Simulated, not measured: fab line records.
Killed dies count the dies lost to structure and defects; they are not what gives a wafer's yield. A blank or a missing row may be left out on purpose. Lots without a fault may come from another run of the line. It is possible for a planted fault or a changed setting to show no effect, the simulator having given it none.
Code-filled problem report in 8D (eight disciplines) form | flow berkeley-cmos170 | the parts of the form that need people (team, actions taken, sign-off) are left out

1. THE PROBLEM
At UCB170_SPACER_ETCHBACK_03, run-length-s averages 110.4 s over 9 wafers from 3 lots, while fault-free wafers read 128.1 s, standard deviation 0.5. Measured from the usual mean, that is -35 standard deviations.
The step: etches SiO2 in CHF3/CF4/Ar, stops on Si, target depth 376 nm, time 100 s.
First observed at day 10 10:19: wafer L629.2, on rie-diel-01. At this step, 45 wafers from 15 lots have a number in the record. The rule behind "out" and "out of limits": a value lying over 4 standard deviations away from the usual mean. All remaining wafers that have a number are taken as sound.

2. WHAT IT IS, WHAT IT ISN'T
question                    | is                           | is not
which readings at this step | run-length-s, oes-product-au | chamber-pressure-mTorr, drypump-motor-current-A, throttle-valve-pct
which lots                  | L629, L630, L636             | L619, L620, L621, L622, L623, L624, L625, L626, L628, L634, L637, L638
which wafers of those lots  | all that have a number       | -
read on which tools         | rie-diel-01                  | rie-diel-03, rie-diel-04
when                        | from day 10 10:19            | up to then (27 sound wafers); but 9 sound wafers of L634, L637, L638 came after

3. SUSPECTS, AND WHAT RULES EACH OUT
Counting: a tool at any process step up to the reading remains a suspect when it ran all the lots that are out and ran no sound lot after the first of those.
- rie-diel-01 at UCB170_SPACER_ETCHBACK_03 (etches SiO2 in CHF3/CF4/Ar, stops on Si, target depth 376 nm, time 100 s): kept. It processed each lot that is out, first L629 at day 10 10:19, and no sound lot thereafter; up to then, the last sound lot it processed was L628 at day 9 22:58. Its own readings are out on those wafers: oes-product-au, run-length-s.
Left after counting: rie-diel-01 at UCB170_SPACER_ETCHBACK_03.

4. THE CAUSE (what the simulator had put in)
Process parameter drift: rie-diel-01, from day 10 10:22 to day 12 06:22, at UCB170_SPACER_ETCHBACK_03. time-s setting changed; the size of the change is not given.
The count eliminated every tool but this one.

5. THE CHAIN OF EFFECTS, in route order
Each row: a reading where the mean over the struck wafers with a number is more than 3 standard deviations away from the usual. Only readings for which the record gives a usual standard deviation are gone through. hours: the time from each lot's start at the first step in this table that gives one to its start at this step, as a median over the lots. sigmas: the change in usual standard deviations.
hours | step                      | reading        | usual      | on struck wafers | change | sigmas
0     | UCB170_SPACER_ETCHBACK_03 | oes-product-au | 0.895 a.u. | 0.997            | +0.102 | +6.4
0     | UCB170_SPACER_ETCHBACK_03 | run-length-s   | 128.1 s    | 110.4            | -17.7  | -35
The process steps in it:
- UCB170_SPACER_ETCHBACK_03: etches SiO2 in CHF3/CF4/Ar, stops on Si, target depth 376 nm, time 100 s.
Readings that are blank on the struck wafers while sound wafers have them: rf-fwd-power-W at UCB170_SPACER_ETCHBACK_03.

6. WHAT WOULD HAVE CAUGHT IT SOONER
In this record the first reading out of limits was taken at day 10 10:19.
